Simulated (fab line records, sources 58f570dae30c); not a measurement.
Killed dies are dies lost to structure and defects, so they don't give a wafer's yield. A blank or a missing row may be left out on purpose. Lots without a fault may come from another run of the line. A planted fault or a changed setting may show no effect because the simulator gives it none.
A struck lot beside a sound one | flow berkeley_cmos170 | 15 steps out of a route of 331
Sound: wafers L986.2, L986.4, L986.5. Struck: wafers L981.1, L981.4, L981.6. The cause comes at the end.
At each step with rows: each side's tool, then ch and its chambers, then its first start. Under that, the readings that differ: sound wafers | struck wafers | difference of the means | sigmas: that difference in standard deviations of wafers without a fault.
alike: readings whose means differ by less than 2 such deviations, and words and numbers that are the same on both sides. not compared: withheld readings, readings that some wafer has no value for, bounds like >300 that may hide the same value, and numbers for which the record gives no deviation and whose values overlap.
The two part at a step that has a row with sigmas, a row that says differs or no value, or rows on one side only. Numbers that don't overlap but have no deviation are shown without sigmas and don't part them. A reading that every wafer of one side lacks parts them only if that side has two wafers or more.

UCB170_PFIELD_STRIP_08: strips in O2.
  sound on plasma_asher-03 ch 0,1, day 8 13:53; struck on plasma_asher-01 ch 0,1, day 7 01:33
  alike: drypump_motor_current_A, oes_product_au, strip_time_to_endpoint_s
  not compared: rf_hours_counter_h
UCB170_PFIELD_TW_MEAS_09:
  sound on film_metro-02, day 8 14:00; struck on film_metro-04, day 7 01:39
  alike: PFIELD_TW
then, 2 steps without rows for these wafers: UCB170_FIELD_CLEAN_00 (cleans in dHF, time 7.5 s); UCB170_FIELD_OXIDATION_01 (target thk 558.3 nm, ox time 6842 s).
UCB170_FIELD_THK_MEAS_02:
  sound on film_metro-04, day 8 22:13; struck on film_metro-02, day 7 10:03
  alike: FIELD_OXIDE_THK
then, 4 steps without rows for these wafers: UCB170_FIELD_ANNEAL_03 (time 1200 s); UCB170_FIELD_WET_ETCH_04 (etches SiO2 in dHF, time 60 s); UCB170_FIELD_WET_ETCH_05 (etches Si3N4 in H3PO4, time 12600 s); UCB170_FIELD_WET_ETCH_06 (etches SiO2 in BOE, time 22 s).
UCB170_FIELD_THK_MEAS_90:
  sound on film_metro-02, day 9 09:56; struck on film_metro-02, day 7 22:13
  alike: FIELD_OXIDE_LEFT_1_THK
then, 2 steps without rows for these wafers: UCB170_SACOX_CLEAN_00 (cleans in dHF, time 7.5 s); UCB170_SACOX_OXIDATION_01 (target thk 14.4 nm, ox time 2400 s).
UCB170_SACOX_THK_MEAS_02:
  sound on film_metro-04, day 9 15:44; struck on film_metro-01, day 8 07:31
  reading              | sound             | struck            | difference | sigmas
  SACOX_OXIDE_THK (nm) | 14.11 14.34 14.25 | 15.39 15.13 15.52 | +1.11      | +4
then, 1 step without rows for these wafers: UCB170_SCREENOX_WET_ETCH_00 (etches SiO2 in dHF, time 200 s).
-- the record jumps here: 3 days lie between the struck wafers' starts before and after (it left off in module SCREENOX and takes up again in module M3, whose first step shown is number 331 of the route) --
UCB170_M3_PROBE_99:
  the record has rows for the struck wafers here (prober-02, day 11 14:10) and none for the sound ones

WHERE THEY PART
First at UCB170_SACOX_THK_MEAS_02; last, within this record, at UCB170_M3_PROBE_99.

WHY: what the simulator had put in
Metrology matching offset: film_metro-01, from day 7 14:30 on, at UCB170_SACOX_THK_MEAS_02. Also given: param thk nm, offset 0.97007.
